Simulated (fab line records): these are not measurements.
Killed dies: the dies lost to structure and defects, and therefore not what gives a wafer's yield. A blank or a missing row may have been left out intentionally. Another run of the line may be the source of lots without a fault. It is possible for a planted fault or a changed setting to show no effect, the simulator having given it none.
Which tool was responsible? / flow berkeley-cmos170 / 41 wafers from 14 lots sampled at 5 of the route's 331 steps

== WHAT THE GAUGES READ, wafer by wafer ==
UCB170_START_THK_MEAS_03.
lot=L725; measured=day 1 14:26; on=film-metro-03; START_OXIDE_THK (nm)=19.2 19.5 19.5
lot=L726; measured=day 1 20:31; on=film-metro-04; START_OXIDE_THK (nm)=20.2 20.2 20.0
lot=L728; measured=day 2 06:19; on=film-metro-02; START_OXIDE_THK (nm)=20.4 20.1 20.2
lot=L731; measured=day 2 19:43; on=film-metro-02; START_OXIDE_THK (nm)=20.5 20.6 21.0
lot=L734; measured=day 3 12:32; on=film-metro-03; START_OXIDE_THK (nm)=19.3 19.4
lot=L736; measured=day 3 22:10; on=film-metro-03; START_OXIDE_THK (nm)=20.6 20.9 20.7
lot=L737; measured=day 4 01:32; on=film-metro-04; START_OXIDE_THK (nm)=20.2 20.0 19.8
lot=L740; measured=day 4 14:45; on=film-metro-03; START_OXIDE_THK (nm)=20.1 20.2 20.3
lot=L739; measured=day 4 14:46; on=film-metro-04; START_OXIDE_THK (nm)=20.5 20.4 20.7
lot=L741; measured=day 4 20:45; on=film-metro-03; START_OXIDE_THK (nm)=20.2 20.2 20.1
lot=L742; measured=day 5 01:04; on=film-metro-04; START_OXIDE_THK (nm)=20.8 21.0 20.7
lot=L744; measured=day 5 13:19; on=film-metro-03; START_OXIDE_THK (nm)=20.1 20.1 19.6
lot=L745; measured=day 5 16:10; on=film-metro-04; START_OXIDE_THK (nm)=19.8 19.8 20.2
lot=L747; measured=day 6 03:10; on=film-metro-02; START_OXIDE_THK (nm)=19.6 19.4 19.3

UCB170_NWELL_THK_MEAS_05.
lot=L725; measured=day 2 06:14; on=film-metro-04; NWELL_NITRIDE_THK (nm)=227.1 228.7 228.0
lot=L726; measured=day 2 12:09; on=film-metro-04; NWELL_NITRIDE_THK (nm)=221.8 219.9 219.5
lot=L728; measured=day 3 00:16; on=film-metro-04; NWELL_NITRIDE_THK (nm)=225.5 227.4 222.8
lot=L731; measured=day 3 11:43; on=film-metro-03; NWELL_NITRIDE_THK (nm)=225.4 223.3 224.6
lot=L734; measured=day 4 06:52; on=film-metro-03; NWELL_NITRIDE_THK (nm)=224.6 224.2
lot=L736; measured=day 4 13:43; on=film-metro-01; NWELL_NITRIDE_THK (nm)=226.4 225.6 224.5
lot=L737; measured=day 4 16:18; on=film-metro-03; NWELL_NITRIDE_THK (nm)=223.9 224.0 223.9
lot=L740; measured=day 5 03:18; on=film-metro-01; NWELL_NITRIDE_THK (nm)=226.4 225.9 226.1
lot=L739; measured=day 5 03:16; on=film-metro-03; NWELL_NITRIDE_THK (nm)=227.4 226.0 227.2
lot=L741; measured=day 5 12:22; on=film-metro-03; NWELL_NITRIDE_THK (nm)=225.2 225.7 225.3
lot=L742; measured=day 5 18:22; on=film-metro-03; NWELL_NITRIDE_THK (nm)=223.6 222.0 224.2
lot=L744; measured=day 6 02:59; on=film-metro-04; NWELL_NITRIDE_THK (nm)=228.9 228.8 230.6
lot=L745; measured=day 6 08:11; on=film-metro-04; NWELL_NITRIDE_THK (nm)=220.6 222.3 221.7
lot=L747; measured=day 6 16:28; on=film-metro-04; NWELL_NITRIDE_THK (nm)=226.5 226.3 225.0

UCB170_NWELL_TW_MEAS_16.
lot=L725; measured=day 2 07:40; on=film-metro-04; NWELL_TW=1250 1246 1245
lot=L726; measured=day 2 14:10; on=film-metro-01; NWELL_TW=1218 1218 1222
lot=L728; measured=day 3 01:41; on=film-metro-03; NWELL_TW=1273 1271 1270
lot=L731; measured=day 3 13:43; on=film-metro-01; NWELL_TW=1216 1225 1214
lot=L734; measured=day 4 08:10; on=film-metro-01; NWELL_TW=1217 1215
lot=L736; measured=day 4 15:43; on=film-metro-01; NWELL_TW=1218 1217 1222
lot=L737; measured=day 4 18:22; on=film-metro-04; NWELL_TW=1242 1249 1253
lot=L740; measured=day 5 05:42; on=film-metro-03; NWELL_TW=1273 1273 1270
lot=L739; measured=day 5 05:33; on=film-metro-01; NWELL_TW=1224 1223 1220
lot=L741; measured=day 5 14:01; on=film-metro-04; NWELL_TW=1255 1254 1248
lot=L742; measured=day 5 20:23; on=film-metro-01; NWELL_TW=1213 1218 1221
lot=L744; measured=day 6 05:38; on=film-metro-03; NWELL_TW=1255 1262 1256
lot=L745; measured=day 6 09:28; on=film-metro-03; NWELL_TW=1262 1257 1256
lot=L747; measured=day 6 17:58; on=film-metro-03; NWELL_TW=1262 1264 1264

UCB170_PLDD_CD_MEAS_06 targets a cd of 1200 nm.
lot=L725; measured=day 5 17:45; on=cd-sem-01; cd-nm (nm)=1201.0 1202.2 1201.6
lot=L726; measured=day 6 05:31; on=cd-sem-02; cd-nm (nm)=1199.9 1199.5 1199.0
lot=L728; measured=day 6 18:56; on=cd-sem-01; cd-nm (nm)=1198.7 1198.5 1198.6
lot=L731; measured=day 6 19:17; on=cd-sem-01; cd-nm (nm)=1201.0 1199.9 1201.0
lot=L734; measured=day 7 20:11; on=cd-sem-01; cd-nm (nm)=1212.5 1213.2 1212.3 1213.1
lot=L736; measured=day 8 04:28; on=cd-sem-01; cd-nm (nm)=1210.4 1210.2 1211.7 1210.3 1210.2 1211.8
lot=L737; measured=day 8 04:41; on=cd-sem-02; cd-nm (nm)=1199.6 1199.3 1199.8
lot=L740; measured=day 8 21:07; on=cd-sem-02; cd-nm (nm)=1201.0 1202.1 1200.9
lot=L739; measured=day 8 20:54; on=cd-sem-01; cd-nm (nm)=1200.5 1199.3 1200.7
lot=L741; measured=day 9 09:17; on=cd-sem-01; cd-nm (nm)=1200.6 1199.2 1200.6
lot=L742; measured=day 9 09:51; on=cd-sem-02; cd-nm (nm)=1201.2 1199.4 1199.7
lot=L744; measured=day 10 05:02; on=cd-sem-01; cd-nm (nm)=1198.3 1200.2 1198.8
lot=L745; measured=day 10 05:20; on=cd-sem-01; cd-nm (nm)=1200.9 1202.1 1200.6
lot=L747; measured=day 10 16:32; on=cd-sem-01; cd-nm (nm)=1200.3 1199.6 1200.2

== EACH LOT AND THE TOOL THAT RAN IT (in order: tool; ch and the chambers of the sampled wafers; start) ==
lot=L725; UCB170_PLDD_SOFTBAKE_02=litho-track-04 ch 0, day 5 17:03
lot=L726; UCB170_PLDD_SOFTBAKE_02=litho-track-04 ch 0, day 6 04:26
lot=L728; UCB170_PLDD_SOFTBAKE_02=litho-track-02 ch 0, day 6 18:03
lot=L731; UCB170_PLDD_SOFTBAKE_02=litho-track-01 ch 0, day 6 18:29
lot=L734; UCB170_PLDD_SOFTBAKE_02=litho-track-02 ch 0, day 7 19:23
lot=L736; UCB170_PLDD_SOFTBAKE_02=litho-track-02 ch 0, day 8 03:46
lot=L737; UCB170_PLDD_SOFTBAKE_02=litho-track-04 ch 0, day 8 03:52
lot=L740; UCB170_PLDD_SOFTBAKE_02=litho-track-01 ch 0, day 8 20:26
lot=L739; UCB170_PLDD_SOFTBAKE_02=litho-track-04 ch 0, day 8 20:14
lot=L741; UCB170_PLDD_SOFTBAKE_02=litho-track-01 ch 0, day 9 08:25
lot=L742; UCB170_PLDD_SOFTBAKE_02=litho-track-01 ch 0, day 9 08:50
lot=L744; UCB170_PLDD_SOFTBAKE_02=litho-track-04 ch 0, day 10 04:20
lot=L745; UCB170_PLDD_SOFTBAKE_02=litho-track-01 ch 0, day 10 04:41
lot=L747; UCB170_PLDD_SOFTBAKE_02=litho-track-04 ch 0, day 10 15:59
- UCB170_PLDD_SOFTBAKE_02: time 60 s.

== AS READ BY THE TOOLS THEMSELVES (means over the sampled wafers that have a number; for cases with no such wafer, the mark the record gives instead) ==
UCB170_PLDD_SOFTBAKE_02.
lot=L725; tool=litho-track-04; exhaust-pa (Pa)=44.2; heater-power-total-W (W)=56.86; plate-temp-C (C)=130.07
lot=L726; tool=litho-track-04; exhaust-pa (Pa)=46.4; heater-power-total-W (W)=56.81; plate-temp-C (C)=130.03
lot=L728; tool=litho-track-02; exhaust-pa (Pa)=44.5; heater-power-total-W (W)=56.82; plate-temp-C (C)=129.84
lot=L731; tool=litho-track-01; exhaust-pa (Pa)=45.2; heater-power-total-W (W)=56.82; plate-temp-C (C)=130.10
lot=L734; tool=litho-track-02; exhaust-pa (Pa)=44.8; heater-power-total-W (W)=59.50; plate-temp-C (C)=134.51
lot=L736; tool=litho-track-02; exhaust-pa (Pa)=44.1; heater-power-total-W (W)=59.49; plate-temp-C (C)=134.88
lot=L737; tool=litho-track-04; exhaust-pa (Pa)=44.3; heater-power-total-W (W)=56.80; plate-temp-C (C)=129.90
lot=L740; tool=litho-track-01; exhaust-pa (Pa)=45.6; heater-power-total-W (W)=56.80; plate-temp-C (C)=130.18
lot=L739; tool=litho-track-04; exhaust-pa (Pa)=43.9; heater-power-total-W (W)=56.81; plate-temp-C (C)=129.70
lot=L741; tool=litho-track-01; exhaust-pa (Pa)=44.6; heater-power-total-W (W)=56.74; plate-temp-C (C)=130.07
lot=L742; tool=litho-track-01; exhaust-pa (Pa)=44.8; heater-power-total-W (W)=56.81; plate-temp-C (C)=130.06
lot=L744; tool=litho-track-04; exhaust-pa (Pa)=45.2; heater-power-total-W (W)=56.82; plate-temp-C (C)=130.03
lot=L745; tool=litho-track-01; exhaust-pa (Pa)=45.0; heater-power-total-W (W)=56.79; plate-temp-C (C)=129.93
lot=L747; tool=litho-track-04; exhaust-pa (Pa)=44.0; heater-power-total-W (W)=56.76; plate-temp-C (C)=130.02

== THE ANSWER, worked out from the rows above alone ==
Rule: the lots themselves supply what counts as usual. The widest of any qualifying gaps counts: lots, ordered by their means at a reading, are off when they make up no more than a third of the lots, leave a main group of 4 or more, and stand apart from it by 3 or more times the standard deviation of that group's means. The tables above print the reading to a certain number of digits; a main group whose means all agree to those digits is not used. Also off: a lot with no number at a reading for which 4 or more lots have one. Any other lot the step has rows for is counted as sound. The gauges are gone through in route order, then the tools' own readings, and for those a lot's mean is taken as printed above. The first step at which some lot is off is used, and at that step the reading that is off furthest; a lot without a number counts as furthest.
Off at UCB170_PLDD_CD_MEAS_06 (cd-nm): L734, L736. Mean 1200.2 nm and standard deviation 0.87 in the main group.
If a tool, at a process step before that reading, ran all the lots that are off and no sound lot after the first of them, it fits. The gauges at UCB170_PLDD_CD_MEAS_06 aren't tried: what is off there is off at UCB170_PLDD_SOFTBAKE_02 too, on other tools, and a gauge's error can't cause that. One candidate fits, namely litho-track-02 at UCB170_PLDD_SOFTBAKE_02. A fault onset in the window from L728 (day 6 18:03, its last sound lot) to L734 (day 7 19:23, its first lot off) fits.
The tool's own readings at UCB170_PLDD_SOFTBAKE_02 bear it out: on the lots that are off they differ by more than 5 times the standard deviation of the sound lots' means. heater-power-total-W reads 59.50 W there against 56.80 W on the sound lots; plate-temp-C reads 134.69 C there against 129.99 C on the sound lots.

== WHAT HAD BEEN PUT IN BY THE SIMULATOR ==
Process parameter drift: litho-track-02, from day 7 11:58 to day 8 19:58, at UCB170_PLDD_SOFTBAKE_02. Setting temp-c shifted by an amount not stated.
Shown lots that were struck: L734, L736. The same result came from the rule above.
